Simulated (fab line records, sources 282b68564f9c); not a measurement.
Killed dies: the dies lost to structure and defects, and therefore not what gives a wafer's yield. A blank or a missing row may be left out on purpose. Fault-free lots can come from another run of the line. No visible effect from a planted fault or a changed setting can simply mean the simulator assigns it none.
One fault seen from 2 desks / flow ritCmos / only its own numbers are on each desk; what lay behind them is given at the end

== AT THE TOOL OWNER'S DESK: implanter-03 ==
RIT_NRETRO_IMPLANT_08, tool's own readings: per-lot mean of the sampled wafers with a number, covering each lot this tool ran. A lot is out of limits, marked OUT, if its mean lies more than 4 standard deviations from the usual mean; the brackets give that distance.
Columns: A = doseIonsCm2 at RIT_NRETRO_IMPLANT_08, usual 9.998e+12; B = faradayCurrentUA at RIT_NRETRO_IMPLANT_08, usual 31.7
lot=L788; first seen here=day 2 11:20; A=9.984e+12; B=31.5
lot=L789; first seen here=day 2 16:38; A=9.984e+12; B=31.7
lot=L790; first seen here=day 2 22:09; A=9.986e+12; B=32.0
lot=L793; first seen here=day 3 10:39; A=1.000e+13; B=32.5
lot=L794; first seen here=day 3 16:05; A=9.994e+12; B=32.1
lot=L797; first seen here=day 4 07:28; A=1.000e+13; B=31.9
lot=L802; first seen here=day 5 05:43; A=6.701e+12 (-99 or more) OUT; B=21.5 (-16) OUT
lot=L804; first seen here=day 5 14:37; A=6.698e+12 (-99 or more) OUT; B=21.0 (-16) OUT
Finding of this desk: L802, L804 out of limits; the first was L802 at day 5 05:43, on doseIonsCm2 at RIT_NRETRO_IMPLANT_08. L788, L789, L790, L793, L794, L797: within limits.

== THE METROLOGY DESK ==
What the gauges read for every lot (on any tool): the sampled wafers with a number, averaged. A lot is out of limits, marked OUT, if its mean lies more than 4 standard deviations from the usual mean; the brackets give that distance.
Columns: A = NRETRO_TW at RIT_NRETRO_TW_MEAS_10, usual 1053; B = M1_AL_THK at RIT_M1_THK_MEAS_02, usual 386 nm; C = cdNm at RIT_M1_CD_MEAS_09, usual 2600.6 nm; D = M1_BOW at RIT_M1_BOW_MEAS_16, usual 18 um
lot=L788; first seen here=day 2 11:37; A=1042; B=384; C=2598.8; D=15
lot=L789; first seen here=day 2 16:58; A=1048; B=392; C=2600.5; D=20
lot=L790; first seen here=day 2 22:28; A=1048; B=387; C=2601.2; D=34
lot=L791; first seen here=day 3 01:29; A=1045; B=380; C=2597.3; D=12
lot=L792; first seen here=day 3 06:35; A=1051; B=385; C=2598.5; D=21
lot=L793; first seen here=day 3 10:56; A=1063; B=384; C=2600.2; D=18
lot=L794; first seen here=day 3 16:25; A=1066; B=387; C=2599.8; D=12
lot=L796; first seen here=day 4 00:01; A=1059; B=383; C=2602.6; D=23
lot=L797; first seen here=day 4 07:47; A=1049; B=384; C=2601.2; D=17
lot=L802; first seen here=day 5 06:02; A=925 (-19) OUT; B=382; C=2599.7; D=14
lot=L804; first seen here=day 5 14:56; A=922 (-20) OUT; B=396; C=2600.5; D=17
lot=L806; first seen here=day 6 06:04; A=1055; B=385; C=2603.0; D=20
lot=L808; first seen here=day 6 12:53; A=1054; B=383; C=2599.0; D=20
lot=L809; first seen here=day 6 16:49; A=1055; B=382; C=2601.7; D=19
This desk's finding: out of limits on L802, L804; first on L802, day 5 06:02 (NRETRO_TW at RIT_NRETRO_TW_MEAS_10). L788, L789, L790, L791, L792, L793, L794, L796, L797, L806, L808, L809: within limits.

== TAKEN TOGETHER ==
The tool owner's desk had the chance to raise an alarm at day 5 05:43 on L802, L804.
Metrology desk: alarm possible at day 5 06:02 on L802, L804.
Of the lots named, all ran RIT_NRETRO_IMPLANT_08 on implanter-03.

== WHAT WAS PUT IN BY THE SIMULATOR ==
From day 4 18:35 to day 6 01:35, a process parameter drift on implanter-03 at RIT_NRETRO_IMPLANT_08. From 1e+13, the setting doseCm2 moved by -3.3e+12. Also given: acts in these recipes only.
Shown lots that were struck: L802, L804.
Counting hours from when the fault started, the first reading out of limits came at 11 for the tool owner's desk and at 11 for the metrology desk.
